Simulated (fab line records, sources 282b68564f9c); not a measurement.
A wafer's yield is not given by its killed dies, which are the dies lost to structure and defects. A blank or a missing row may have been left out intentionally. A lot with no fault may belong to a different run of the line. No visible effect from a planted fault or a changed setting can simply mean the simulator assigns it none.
Split-lot study :: flow rit_cmos :: 5 lots, 23 wafers read, on a route of 202 steps

ON THE SPLIT
At RIT_PSD_COAT_01 (resist thk 1000 nm), the setting resist_thk_nm was moved away from the recipe's 1000 nm on 8 of the 23 wafers read, by +4.4% to +5.4%. All remaining wafers had this setting at the recipe value.

The file shows no step between the split and the reading.

THE READING
NOVOLAK_of_PSD_COAT_01.thk_nm (the simulator's own value, which no gauge read), in nm, at RIT_PSD_HARDBAKE_07 (time 60 s). The file does not state a usual value for it. Here, 15 wafers ran the recipe; their average is 881.9 nm with a standard deviation of 3.2 nm.

wafer: L077.1
tool, chamber at the split: litho_track-02, 0
resist_thk_nm as run, nm: 1044
against the recipe: +4.4%
NOVOLAK_of_PSD_COAT_01.thk_nm, nm: 919.7
against lot-mates on the recipe: +39.6

wafer: L077.3
tool, chamber at the split: litho_track-02, 0
resist_thk_nm as run, nm: 1000
against the recipe: recipe
NOVOLAK_of_PSD_COAT_01.thk_nm, nm: 880
against lot-mates on the recipe: -

wafer: L077.4
tool, chamber at the split: litho_track-02, 0
resist_thk_nm as run, nm: 1044
against the recipe: +4.4%
NOVOLAK_of_PSD_COAT_01.thk_nm, nm: 918.3
against lot-mates on the recipe: +38.2

wafer: L077.5
tool, chamber at the split: litho_track-02, 0
resist_thk_nm as run, nm: 1044
against the recipe: +4.4%
NOVOLAK_of_PSD_COAT_01.thk_nm, nm: 922.9
against lot-mates on the recipe: +42.8

wafer: L077.6
tool, chamber at the split: litho_track-02, 0
resist_thk_nm as run, nm: 1000
against the recipe: recipe
NOVOLAK_of_PSD_COAT_01.thk_nm, nm: 880.2
against lot-mates on the recipe: -

wafer: L080.1
tool, chamber at the split: litho_track-02, 0
resist_thk_nm as run, nm: 1000
against the recipe: recipe
NOVOLAK_of_PSD_COAT_01.thk_nm, nm: 875.9
against lot-mates on the recipe: -

wafer: L080.2
tool, chamber at the split: litho_track-02, 0
resist_thk_nm as run, nm: 1054
against the recipe: +5.4%
NOVOLAK_of_PSD_COAT_01.thk_nm, nm: 919.6
against lot-mates on the recipe: +42.3

wafer: L080.3
tool, chamber at the split: litho_track-02, 0
resist_thk_nm as run, nm: 1000
against the recipe: recipe
NOVOLAK_of_PSD_COAT_01.thk_nm, nm: 878.7
against lot-mates on the recipe: -

wafer: L080.4
tool, chamber at the split: litho_track-02, 0
resist_thk_nm as run, nm: 1054
against the recipe: +5.4%
NOVOLAK_of_PSD_COAT_01.thk_nm, nm: 924.9
against lot-mates on the recipe: +47.6

wafer: L080.5
tool, chamber at the split: litho_track-02, 0
resist_thk_nm as run, nm: 1054
against the recipe: +5.4%
NOVOLAK_of_PSD_COAT_01.thk_nm, nm: 921.3
against lot-mates on the recipe: +44.0

wafer: L081.1
tool, chamber at the split: litho_track-02, 0
resist_thk_nm as run, nm: 1000
against the recipe: recipe
NOVOLAK_of_PSD_COAT_01.thk_nm, nm: 883.8
against lot-mates on the recipe: -

wafer: L081.2
tool, chamber at the split: litho_track-02, 0
resist_thk_nm as run, nm: 1045
against the recipe: +4.5%
NOVOLAK_of_PSD_COAT_01.thk_nm, nm: 925.3
against lot-mates on the recipe: +40.2

wafer: L081.4
tool, chamber at the split: litho_track-02, 0
resist_thk_nm as run, nm: 1000
against the recipe: recipe
NOVOLAK_of_PSD_COAT_01.thk_nm, nm: 889.6
against lot-mates on the recipe: -

wafer: L081.5
tool, chamber at the split: litho_track-02, 0
resist_thk_nm as run, nm: 1000
against the recipe: recipe
NOVOLAK_of_PSD_COAT_01.thk_nm, nm: 882
against lot-mates on the recipe: -

wafer: L081.6
tool, chamber at the split: litho_track-02, 0
resist_thk_nm as run, nm: 1045
against the recipe: +4.5%
NOVOLAK_of_PSD_COAT_01.thk_nm, nm: 921.9
against lot-mates on the recipe: +36.8

wafer: L083.2
tool, chamber at the split: litho_track-03, 0
resist_thk_nm as run, nm: 1000
against the recipe: recipe
NOVOLAK_of_PSD_COAT_01.thk_nm, nm: 882.3
against lot-mates on the recipe: -

wafer: L083.3
tool, chamber at the split: litho_track-03, 0
resist_thk_nm as run, nm: 1000
against the recipe: recipe
NOVOLAK_of_PSD_COAT_01.thk_nm, nm: 879.7
against lot-mates on the recipe: -

wafer: L083.4
tool, chamber at the split: litho_track-03, 0
resist_thk_nm as run, nm: 1000
against the recipe: recipe
NOVOLAK_of_PSD_COAT_01.thk_nm, nm: 878.6
against lot-mates on the recipe: -

wafer: L083.5
tool, chamber at the split: litho_track-03, 0
resist_thk_nm as run, nm: 1000
against the recipe: recipe
NOVOLAK_of_PSD_COAT_01.thk_nm, nm: 882.8
against lot-mates on the recipe: -

wafer: L083.6
tool, chamber at the split: litho_track-03, 0
resist_thk_nm as run, nm: 1000
against the recipe: recipe
NOVOLAK_of_PSD_COAT_01.thk_nm, nm: 882.5
against lot-mates on the recipe: -

wafer: L084.2
tool, chamber at the split: litho_track-04, 0
resist_thk_nm as run, nm: 1000
against the recipe: recipe
NOVOLAK_of_PSD_COAT_01.thk_nm, nm: 883.7
against lot-mates on the recipe: -

wafer: L084.5
tool, chamber at the split: litho_track-04, 0
resist_thk_nm as run, nm: 1000
against the recipe: recipe
NOVOLAK_of_PSD_COAT_01.thk_nm, nm: 885.9
against lot-mates on the recipe: -

wafer: L084.6
tool, chamber at the split: litho_track-04, 0
resist_thk_nm as run, nm: 1000
against the recipe: recipe
NOVOLAK_of_PSD_COAT_01.thk_nm, nm: 882.7
against lot-mates on the recipe: -

FIT RESULTS
A straight line over all 23 wafers: NOVOLAK_of_PSD_COAT_01.thk_nm changes by +8.19 nm for each +1% of resist_thk_nm; r = +0.98; the points scatter about the line by 3.8 nm.
The same after taking each lot's own level away (the mean of its wafers on the recipe; 23 wafers): +8.58 nm for each +1%; r = +0.99; scatter 2.3 nm.
According to that fit, moving resist_thk_nm by its largest amount changes the reading by 46 nm.
The span of the lots' own levels, 877.30 to 885.13 nm, comes to 2.5 times the standard deviation stated above.
The two slopes are in agreement: the lot-to-lot level therefore moves the slope only a little.
Check: +47.2 nm against its lot-mates is what the line predicts for one of the wafers moved furthest among these (+5.4%) when that wafer is left out of the fit. Against them it came out at +42.3 nm.

OTHER SPLITS ON THESE WAFERS
These wafers also went through other splits before the reading. Each is held against what the fit with the lots' levels taken away leaves over:
other split on the same wafers: RIT_SPACER_CVD_03 temp_c
wafers away from the commonest value: 10
r with NOVOLAK_of_PSD_COAT_01.thk_nm (lot level and that fit taken away): -0.01

other split on the same wafers: RIT_NSD_SOFTBAKE_02 temp_c
wafers away from the commonest value: 6
r with NOVOLAK_of_PSD_COAT_01.thk_nm (lot level and that fit taken away): +0.15

THE WHOLE CHAIN: every reading that the file lists as answering this split, in the file's order
step: RIT_PSD_COAT_01
what it does: resist thk 1000 nm
reading: NOVOLAK_of_PSD_COAT_01.thk_nm (the simulator's own value, which no gauge read)
change (the file's fit): +10.1 nm for each +1% of the setting
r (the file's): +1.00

step: RIT_PSD_HARDBAKE_07
what it does: time 60 s
reading: NOVOLAK_of_PSD_COAT_01.thk_nm (the simulator's own value, which no gauge read)
change (the file's fit): +8.59 nm for each +1% of the setting
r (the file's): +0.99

THE FILE'S OWN FIT
NOVOLAK_of_PSD_COAT_01.thk_nm changes by +8.59 nm for each +1% of resist_thk_nm, r = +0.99.
